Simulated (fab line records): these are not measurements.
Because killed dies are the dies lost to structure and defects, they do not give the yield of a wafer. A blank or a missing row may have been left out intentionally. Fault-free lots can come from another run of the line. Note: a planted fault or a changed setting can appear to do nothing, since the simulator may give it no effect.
One fault seen from 2 desks + flow ritCmos + each desk holds nothing but its own numbers, with what lay behind them at the end

== FROM THE METROLOGY DESK ==
What the gauges read, lot by lot, whatever tool the lot ran on: means of the sampled wafers that have a number. The brackets show how far a lot's mean lies from the usual mean; more than 4 standard deviations puts the lot out of limits, marked OUT.
Columns: A = ACTIVE_OXIDE_THK at RIT_ACTIVE_THK_MEAS_02, usual 46.9 nm; B = ACTIVE_NITRIDE_THK at RIT_ACTIVE_THK_MEAS_04, usual 150.7 nm; C = PSD_TW at RIT_PSD_TW_MEAS_10, usual 3406; D = M1_AL_RS at RIT_M1_RS_MEAS_01, usual 0.0738 ohm/sq; E = M1_AL_THK at RIT_M1_THK_MEAS_02, usual 401 nm
| lot  | first seen here | A    | B     | C    | D                | E             |
|------|-----------------|------|-------|------|------------------|---------------|
| L131 | day 1 17:03     | 48.4 | 151.1 | 3373 | 0.0735           | 402           |
| L132 | day 1 22:03     | 45.8 | 149.8 | 3471 | 0.0729           | 406           |
| L133 | day 2 03:03     | 46.4 | 151.7 | 3384 | 0.0737           | 402           |
| L134 | day 2 08:05     | 45.6 | 149.1 | 3427 | 0.0733           | 402           |
| L135 | day 2 13:04     | 46.8 | 149.7 | 3368 | 0.0736           | 402           |
| L136 | day 2 18:03     | 46.8 | 150.1 | 3464 | 0.0726           | 406           |
| L138 | day 3 04:03     | 47.8 | 151.2 | 3369 | 0.0730           | 404           |
| L140 | day 3 14:03     | 47.7 | 151.8 | 3388 | 0.0646 (-13) OUT | 486 (+20) OUT |
| L143 | day 4 05:04     | 46.6 | 152.3 | 3406 | 0.0741           | 400           |
| L147 | day 5 01:04     | 45.7 | 150.4 | 3450 | 0.0746           | 397           |
| L149 | day 5 11:34     | 45.6 | 149.6 | 3366 | 0.0738           | 400           |
| L151 | day 5 21:13     | 46.7 | 150.1 | 3469 | 0.0747           | 393           |
| L153 | day 6 07:08     | 46.5 | 152.6 | 3439 | 0.0733           | 405           |
Finding of this desk: L140 out of limits, first seen on L140 at day 5 07:46 (M1_AL_RS at RIT_M1_RS_MEAS_01). In limits: L131, L132, L133, L134, L135, L136, L138, L143, L147, L149, L151, L153.

== TOOL OWNER'S DESK, pvdSputter-03 ==
The tool's own readings at RIT_M1_SPUTTER_00 (material Al, target thk 400 nm, time 500 s): means of the sampled wafers that have a number, for each lot that ran on this tool. The brackets show how far a lot's mean lies from the usual mean; more than 4 standard deviations puts the lot out of limits, marked OUT.
Columns: A = substrateTempC at RIT_M1_SPUTTER_00, usual 25.00 C; B = throttleValvePct at RIT_M1_SPUTTER_00, usual 29.7 %
| lot  | first seen here | A     | B    |
|------|-----------------|-------|------|
| L132 | day 3 16:22     | 24.93 | 30.6 |
| L134 | day 4 03:47     | 24.93 | 29.9 |
| L136 | day 4 10:59     | 25.11 | 30.4 |
| L138 | day 4 21:16     | 25.04 | 29.7 |
| L140 | day 5 07:29     | 25.01 | 30.7 |
This desk's verdict: no lot among the 5 shows anything out of limits.

== ALL TOGETHER ==
On L140, the metrology desk was in a position to raise an alarm at day 5 07:46.
Nothing out of limits was seen by the tool owner's desk.
On record at the tool owner's desk: L140, within its limits.
On pvdSputter-03, each named lot ran RIT_M1_SPUTTER_00.

== WHAT THE SIMULATOR PUT IN ==
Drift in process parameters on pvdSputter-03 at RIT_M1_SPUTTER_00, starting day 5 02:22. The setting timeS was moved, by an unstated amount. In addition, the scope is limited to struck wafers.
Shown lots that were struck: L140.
Delay in hours, fault start to first out-of-limits reading, per desk: metrology desk 5.
